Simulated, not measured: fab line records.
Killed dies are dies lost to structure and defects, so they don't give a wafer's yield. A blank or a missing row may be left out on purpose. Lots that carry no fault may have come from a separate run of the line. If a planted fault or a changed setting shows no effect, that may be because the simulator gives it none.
Comparing a struck lot with a sound one | flow berkeley cmos170 | 34 steps out of a route of 331
Sound: wafers L331.1, L331.2, L331.6. The struck wafers were L340.4, L340.5, L340.6. The cause is named last.
Each step with rows lists, per side, the tool, then ch with its chambers, then its first start. Under that, the readings that differ: sound wafers | struck wafers | difference of the means | sigmas: that difference in standard deviations of wafers without a fault.
alike: same words and numbers on both sides, and readings whose means sit less than 2 such deviations apart. not compared: any withheld reading, any reading some wafer has no value for, any bound like >300 that may hide the same value, and any number with overlapping values for which the record gives no deviation.
Wherever a step has rows on one side only, a row that says differs or no value, or a row with sigmas, the two part there. Numbers that don't overlap but have no deviation are shown without sigmas and don't part them. A reading missing from all wafers of one side parts the sides only when that side holds two or more wafers.

first, 9 steps without rows for these wafers: UCB170_V1_HMDS_06 (prime time 60 s); UCB170_V1_COAT_07 (resist thk 900 nm); UCB170_V1_SOFTBAKE_08 (time 60 s); UCB170_V1_EXPOSE_09 (exposes mask VIA1, target cd 700 nm); UCB170_V1_PEB_10; UCB170_V1_DEVELOP_11 (develop time 45 s); UCB170_V1_ETCH_14 (etches SiO2 in CHF3/CF4/Ar, stops on Al, target depth 1250 nm, time 291 s); UCB170_V1_STRIP_15 (strips in O2); UCB170_M2_PRE_CLEAN_00 (preclean etch time 60 s).
UCB170_M2_SPUTTER_01: material Al, target thk 900 nm, time 120 s.
  sound on pvd sputter-02, day 8 20:58; struck on pvd sputter-02, day 10 15:17
  reading                               | sound                | struck               | difference | sigmas
  chamber pressure pa (Pa)              | 0.5007 0.4993 0.5009 | 0.5781 0.5774 0.5790 | +0.0779    | +78
  throttle valve pct (%)                | 30.6 29.8 30.5       | 27.6 28.0 28.4       | -2.3       | -3
  model.Al_of_M2_SPUTTER_01.thk nm (nm) | 902.2 895.1 904.6    | 868.9 867.6 875.8    | -29.9      |
UCB170_M2_RS_MEAS_02: measurement is done with a four-point probe.
  sound on film metro-02, day 8 21:03; struck on film metro-04, day 10 15:26
  reading           | sound                | struck               | difference | sigmas
  M2_AL_RS (ohm/sq) | 0.0320 0.0323 0.0318 | 0.0332 0.0333 0.0330 | +0.0011    | +4
UCB170_M2_THK_MEAS_03: measures by xrf.
  sound on film metro-02, day 8 21:10; struck on film metro-04, day 10 15:31
  reading        | sound       | struck      | difference | sigmas
  M2_AL_THK (nm) | 916 913 913 | 888 891 895 | -23        | -2
then, 12 steps without rows for these wafers: UCB170_M2_HMDS_04 (prime time 60 s); UCB170_M2_COAT_05 (resist thk 900 nm); UCB170_M2_SOFTBAKE_06 (time 60 s); UCB170_M2_STRIP_07 (strips in O2); UCB170_M2_STRIP_08 (strips KrF in DMSO, time 600 s); UCB170_M2_COAT_09; UCB170_M2_COAT_10 (resist thk 900 nm); UCB170_M2_SOFTBAKE_11 (time 60 s); UCB170_M2_EXPOSE_12 (exposes mask METAL2, target cd 700 nm); UCB170_M2_PEB_13; UCB170_M2_DEVELOP_14 (develop time 45 s); UCB170_M2_ETCH_17 (etches BARC in N2/H2).
UCB170_M2_METAL_ETCH_18: etches Al in Cl2/BCl3, stops on SiO2, target depth 1170 nm, time 195 s.
  sound on rie metal-02 ch 0,1, day 8 23:06; struck on rie metal-01 ch 0,1, day 10 17:50
  reading                        | sound             | struck            | difference | sigmas
  model.M2.feature depth nm (nm) | 958.7 952.3 961.8 | 925.3 922.2 932.5 | -30.9      |
  model.etch.depth nm (nm)       | 902.2 895.1 904.6 | 868.9 867.6 875.8 | -29.9      |
  alike: bcl3 flow sccm, drypump motor current A, oes product au, throttle valve pct
  not compared: rf hours counter h
then, 8 steps without rows for these wafers: UCB170_M2_STRIP_19 (strips in O2); UCB170_V2_CVD_00 (deposits SiO2 from TEOS/O2, target thk 2000 nm, time 250 s); UCB170_V2_CMP_02 (polishes SiO2); UCB170_V2_CLEAN_05 (cleans in DIW); UCB170_V2_HMDS_06 (prime time 60 s); UCB170_V2_COAT_07 (resist thk 900 nm); UCB170_V2_SOFTBAKE_08 (time 60 s); UCB170_V2_EXPOSE_09 (exposes mask VIA2, target cd 700 nm).
UCB170_V2_ETCH_14: etches SiO2 in CHF3/CF4/Ar, stops on Al, target depth 1250 nm, time 291 s.
  sound on rie diel-02 ch 0,1,2, day 9 02:11; struck on rie diel-01 ch 0,1,3, day 10 20:27
  reading                               | sound             | struck            | difference | sigmas
  model.Al_of_M2_SPUTTER_01.thk nm (nm) | 902.2 895.1 904.6 | 868.9 867.6 875.7 | -29.9      |
  alike: drypump motor current A, mfc ar sccm, oes product au, throttle valve pct
  not compared: rf hours counter h

== WHERE THEY PART ==
Last at UCB170_M2_THK_MEAS_03 as far as this record goes, first at UCB170_M2_SPUTTER_01. Later steps at which nothing parts them and some readings are alike: UCB170_M2_METAL_ETCH_18, UCB170_V2_ETCH_14.

WHY: what the simulator had put in
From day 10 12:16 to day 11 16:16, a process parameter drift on pvd sputter-02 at UCB170_M2_SPUTTER_01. From 0.5, the setting chamber pressure pa moved by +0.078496. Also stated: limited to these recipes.
